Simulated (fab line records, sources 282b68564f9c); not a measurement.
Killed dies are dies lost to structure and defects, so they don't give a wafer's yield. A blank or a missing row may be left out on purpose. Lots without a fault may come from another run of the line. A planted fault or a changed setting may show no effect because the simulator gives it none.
Which tool did it? | flow rit_cmos | 6 lots, 18 wafers sampled, at 2 steps of a route of 202

WHAT THE GAUGES READ, wafer by wafer
RIT_SILICIDE_RS_MEAS_02: measures by four-point-probe.
lot  | measured    | on            | SILICIDE_TI_RS (ohm/sq)
L774 | day 3 06:28 | film_metro-04 | 51.2 51.5 50.8
L776 | day 3 17:45 | film_metro-01 | 51.4 50.8 51.2
L778 | day 4 03:38 | film_metro-01 | 51.5 51.5 51.7
L780 | day 4 13:39 | film_metro-01 | 50.9 50.6 50.7
L785 | day 5 13:54 | film_metro-04 | 30.9 31.1 30.9
L793 | day 7 08:29 | film_metro-03 | 51.1 50.8 50.9

WHICH TOOL RAN EACH LOT (tool, then ch and the chambers of the sampled wafers, then the start)
lot  | RIT_SILICIDE_SPUTTER_01
L774 | pvd_sputter-03, day 3 06:18
L776 | pvd_sputter-04, day 3 17:36
L778 | pvd_sputter-04, day 4 03:29
L780 | pvd_sputter-04, day 4 13:30
L785 | pvd_sputter-01, day 5 13:45
L793 | pvd_sputter-03, day 7 08:20
- RIT_SILICIDE_SPUTTER_01: material Ti, target thk 30 nm, time 229.5 s.

THE ANSWER, worked out from the rows above alone
Rule: what is usual is taken from the lots themselves. Put in order of their means at a reading, lots are off if they are a third of the lots or fewer, leave a main group of 4 or more, and stand apart from it by a gap of 3 or more times the standard deviation of the main group's means; of several such gaps the widest counts. A main group whose means are all the same, to the digits that the tables above print for the reading, isn't used. A lot without any number at a reading at which 4 lots or more have one is off too. The other lots that the step has rows for count as sound.
Off: L785, at RIT_SILICIDE_RS_MEAS_02 (SILICIDE_TI_RS). The main group: mean 51.1 ohm/sq, standard deviation 0.28.
A tool fits if, at a process step before that reading, it ran every lot that is off, and no sound lot after the first of them. The gauges at RIT_SILICIDE_RS_MEAS_02 are tried like those tools. Can't be told from this: 2 tools fit, pvd_sputter-01 at RIT_SILICIDE_SPUTTER_01, film_metro-04 at RIT_SILICIDE_RS_MEAS_02.

WHAT THE SIMULATOR HAD PUT IN
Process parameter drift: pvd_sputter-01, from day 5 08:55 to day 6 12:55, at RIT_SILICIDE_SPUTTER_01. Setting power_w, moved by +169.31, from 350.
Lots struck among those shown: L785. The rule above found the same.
